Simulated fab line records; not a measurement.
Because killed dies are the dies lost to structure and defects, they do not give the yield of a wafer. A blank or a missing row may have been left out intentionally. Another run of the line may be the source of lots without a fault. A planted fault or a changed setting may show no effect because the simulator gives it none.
Struck lot and sound lot, side by side | flow rit_cmos | 15 steps out of a route of 202
Sound: the wafers L217.3, L217.4, L217.6. Struck: wafers L225.4, L225.5, L225.6. The cause is given at the end.
Order at every step that has rows: each side's tool, ch and its chambers, its first start. Under that, the readings that differ: sound wafers | struck wafers | difference of the means | sigmas: that difference in standard deviations of wafers without a fault.
alike: a reading whose means differ by less than 2 such deviations, as well as words and numbers matching on both sides. not compared: withheld readings; readings where some wafer has no value; bounds like >300 that might hide an equal value; numbers whose values overlap and for which the record gives no deviation.
The two part at a step that has a row with sigmas, a row that says differs or no value, or rows on one side only. Numbers that don't overlap but have no deviation are shown without sigmas and don't part them. A reading that every wafer of one side lacks parts them only if that side has two wafers or more.

first, 5 steps without rows for these wafers: RIT_NRETRO_COAT_01 (resist thk 1300 nm); RIT_NRETRO_SOFTBAKE_02 (time 60 s); RIT_NRETRO_EXPOSE_03 (exposes mask M4, target cd 43900 nm); RIT_NRETRO_PEB_04; RIT_NRETRO_DEVELOP_05 (develop time 68.87 s).
RIT_NRETRO_OVL_MEAS_06:
  struck on overlay-01, day 4 19:05; sound on overlay-01, day 3 00:24
  alike: NRETRO_OVL
then, 2 steps without rows for these wafers: RIT_NRETRO_HARDBAKE_07 (time 120 s); RIT_NRETRO_IMPLANT_08.
RIT_NRETRO_STRIP_09: strips in O2, time 180 s.
  sound on plasma_asher-03 ch 0,1, day 3 00:56; struck on plasma_asher-04 ch 0,1, day 4 19:34
  alike: drypump_motor_current_A, o2_flow_sccm
  not compared: rf_hours_counter_h
RIT_NRETRO_TW_MEAS_10:
  struck on film_metro-01, day 4 19:43; sound on film_metro-01, day 3 01:05
  reading   | sound          | struck         | difference | sigmas
  NRETRO_TW | 1039 1039 1035 | 1051 1052 1049 | +13        | +3
then, 2 steps without rows for these wafers: RIT_PRETRO_HMDS_00 (prime time 60 s); RIT_PRETRO_COAT_01 (resist thk 1300 nm).
RIT_PRETRO_SOFTBAKE_02: time 60 s.
  sound on litho_track-02 ch 0, day 3 01:28; struck on litho_track-02 ch 0, day 4 20:07
  reading                  | sound             | struck            | difference | sigmas
  heater_power_total_W (W) | 34.63 34.50 34.56 | 34.93 34.92 34.89 | +0.35      | +7
  plate_temp_C (C)         | 89.92 90.10 90.18 | 90.74 90.65 90.77 | +0.65      | +6
then, 1 step without rows for these wafers: RIT_PRETRO_EXPOSE_03 (exposes mask M5, target cd 43700 nm).
RIT_M1_PROBE_99:
  struck on prober-01, day 6 02:45; sound on prober-02, day 4 14:00
  alike: killed_at_front_end, killed_dies, killed_open, killed_short

## WHERE THEY PART
Earliest at RIT_NRETRO_TW_MEAS_10; latest, in this record, at RIT_PRETRO_SOFTBAKE_02. Later steps at which nothing parts them and some readings are alike: RIT_M1_PROBE_99.

WHY: what the simulator had put in
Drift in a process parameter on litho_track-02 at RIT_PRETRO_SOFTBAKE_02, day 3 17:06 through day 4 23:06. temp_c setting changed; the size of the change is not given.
